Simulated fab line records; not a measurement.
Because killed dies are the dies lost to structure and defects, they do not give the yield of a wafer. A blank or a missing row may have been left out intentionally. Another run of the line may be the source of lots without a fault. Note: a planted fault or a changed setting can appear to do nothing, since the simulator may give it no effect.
Comparing a struck lot with a sound one / flow ritCmos / 15 steps out of a route of 202
Sound: these wafers, L719.1, L719.2, L719.3. Struck: wafers L717.3, L717.4, L717.5. Last of all comes the cause.
At each step with rows: each side's tool, then ch and its chambers, then its first start. Under that, the readings that differ: sound wafers / struck wafers / difference of the means / sigmas: that difference in standard deviations of wafers without a fault.
alike: words and numbers the same on both sides, and readings whose means are apart by under 2 such deviations; not compared: readings that were withheld, readings missing a value for some wafer, numbers with overlapping values and no deviation given by the record, and bounds like >300 which may hide the same value.
A row with sigmas, a row that says differs or no value, or rows on one side alone: a step with any of these is where the two part. When numbers do not overlap yet have no deviation, they are printed without sigmas and do not part them. A reading missing from all wafers of one side parts the sides only when that side holds two or more wafers.

first, 2 steps without rows for these wafers: RIT_NSD_PEB_04; RIT_NSD_DEVELOP_05 (develop time 50 s).
RIT_NSD_OVL_MEAS_06:
  sound on overlay-02, day 6 01:46; struck on overlay-02, day 5 16:09
  alike: NSD_OVL
then, 2 steps without rows for these wafers: RIT_NSD_HARDBAKE_07 (time 60 s); RIT_NSD_IMPLANT_08.
RIT_NSD_STRIP_09: strips in O2, time 180 s.
  sound on plasmaAsher-01 ch 0,1, day 6 02:05; struck on plasmaAsher-02 ch 0,1, day 5 16:32
  alike: drypumpMotorCurrentA, rfReflPowerW
  not compared: rfHoursCounterH
RIT_NSD_TW_MEAS_10:
  sound on filmMetro-03, day 6 02:16; struck on filmMetro-03, day 5 16:40
  alike: NSD_TW
then, 5 steps without rows for these wafers: RIT_PSD_HMDS_00 (prime time 60 s); RIT_PSD_COAT_01 (resist thk 1000 nm); RIT_PSD_SOFTBAKE_02 (time 60 s); RIT_PSD_EXPOSE_03 (exposes mask M10, target cd 40900 nm); RIT_PSD_PEB_04.
RIT_PSD_DEVELOP_05: develop time 50 s.
  sound on lithoTrack-01 ch 0, day 6 03:00; struck on lithoTrack-02 ch 0, day 5 17:00
reading=developerTempC (C); sound=23.11 23.08 23.06; struck=22.04 21.95 22.03; difference=-1.08; sigmas=-10
RIT_PSD_OVL_MEAS_06:
  sound on overlay-01, day 6 03:18; struck on overlay-02, day 5 17:49
  alike: PSD_OVL
RIT_M1_PROBE_99:
  sound on prober-02, day 6 12:01; struck on prober-02, day 6 02:31
  alike: killedAtContacts, killedAtFrontEnd, killedDies, killedOpen, killedShort

== WHERE THEY PART ==
At RIT_PSD_DEVELOP_05 and nowhere else, as far as this record goes. Later steps at which nothing parts them and some readings are alike: RIT_PSD_OVL_MEAS_06, RIT_M1_PROBE_99.

WHY: what had been put in by the simulator
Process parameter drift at RIT_PSD_DEVELOP_05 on lithoTrack-02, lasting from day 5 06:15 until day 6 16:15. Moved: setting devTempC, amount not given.
